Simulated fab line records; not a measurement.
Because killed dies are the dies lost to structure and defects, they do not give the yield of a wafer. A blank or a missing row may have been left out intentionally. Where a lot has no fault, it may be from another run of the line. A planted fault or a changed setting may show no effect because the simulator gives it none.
Problem report, 8D (eight disciplines) form, completed by code | flow rit_cmos | the parts of the form that need people (team, actions taken, sign-off) are left out

## 1. THE PROBLEM
Wafers free of any fault read 2141 (standard deviation 18) for NWELL_TW at RIT_NWELL_TW_MEAS_10, against a mean of 2329 on 6 wafers of 2 lots. That is +10 standard deviations from the usual mean.
Seen first at day 4 08:05 on film_metro-02, wafer L876.1. Wafers with a number at this step in the record: 42, from 14 lots. Rule for "out", or "out of limits": more than 4 standard deviations from the usual mean. The rest of the wafers with a number are treated as sound.

## 2. WHAT IT IS, AND WHAT IT ISN'T
question                    | is                           | is not
which readings at this step | NWELL_TW                     | -
which lots                  | L876, L877                   | L865, L866, L867, L868, L869, L875, L879, L880, L883, L884, L887, L888
which wafers of those lots  | all that have a number       | -
read on which gauges        | film_metro-01, film_metro-02 | film_metro-04
when                        | from day 4 08:05             | up to then (18 sound wafers); but 18 sound wafers of L879, L880, L883, L884, L887, L888 came after

## 3. SUSPECTS, AND WHAT RULES EACH OUT
Counting: a tool at a process step up to the reading stays a suspect if it ran every lot that is out and no sound lot after the first of them.
- the gauge at RIT_NWELL_TW_MEAS_10 has been ruled out. Those wafers that are out were read across 2 gauges (film_metro-01, film_metro-02).
- implanter-04 at RIT_NWELL_IMPLANT_08: kept. Every lot that is out went through it, starting with L876 (day 4 07:46), and after that it ran no sound lot; the last sound lot it ran before then is L869 (day 2 22:20). On those wafers its own readings are out: dose_ions_cm2, faraday_current_uA.
After counting, what remains is implanter-04 at RIT_NWELL_IMPLANT_08.

## 4. THE CAUSE (what the simulator had put in)
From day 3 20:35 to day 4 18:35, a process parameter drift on implanter-04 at RIT_NWELL_IMPLANT_08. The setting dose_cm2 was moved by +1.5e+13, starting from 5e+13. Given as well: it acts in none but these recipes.
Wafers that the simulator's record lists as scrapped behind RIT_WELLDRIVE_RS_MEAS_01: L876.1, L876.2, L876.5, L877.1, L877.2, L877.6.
Counting left only this tool.

## 5. THE CHAIN OF EFFECTS, in route order
One row per reading whose mean, taken over the struck wafers that have a number, lies over 3 standard deviations from the usual. Scope: only readings with a usual standard deviation given in the record; hours: median across lots of the time from each lot's start at the first step in this table that gives one to its start at this step; sigmas: change in usual standard deviations.
hours | step                     | reading            | usual        | on struck wafers | change | sigmas
0     | RIT_NWELL_IMPLANT_08     | dose_ions_cm2      | 5e+13        | 7e+13            | +2e+13 | +99 or more
0     | RIT_NWELL_IMPLANT_08     | faraday_current_uA | 158          | 204              | +46    | +15
0     | RIT_NWELL_TW_MEAS_10     | NWELL_TW           | 2141         | 2329             | +188   | +10
12    | RIT_WELLDRIVE_RS_MEAS_01 | NWELL_RS           | 275.7 ohm/sq | 235.7            | -40.0  | -50
The process steps in it:
- RIT_NWELL_IMPLANT_08

## 6. HOW IT WOULD HAVE BEEN CAUGHT EARLIER
Counted from the fault's start at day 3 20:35, it took 12 hours until the first out-of-limits reading at a measuring or inspecting step in this record, taken at day 4 08:05.
At RIT_NWELL_IMPLANT_08, the tool's own readings (dose_ions_cm2, faraday_current_uA) were out on each struck wafer the step has a row for, so an alarm limit on them would have fired on the first such wafer.
L877, from the lots that are out (2), started RIT_NWELL_IMPLANT_08 on implanter-04 later than day 4 08:05. A tool hold placed at that time would have kept it from harm.
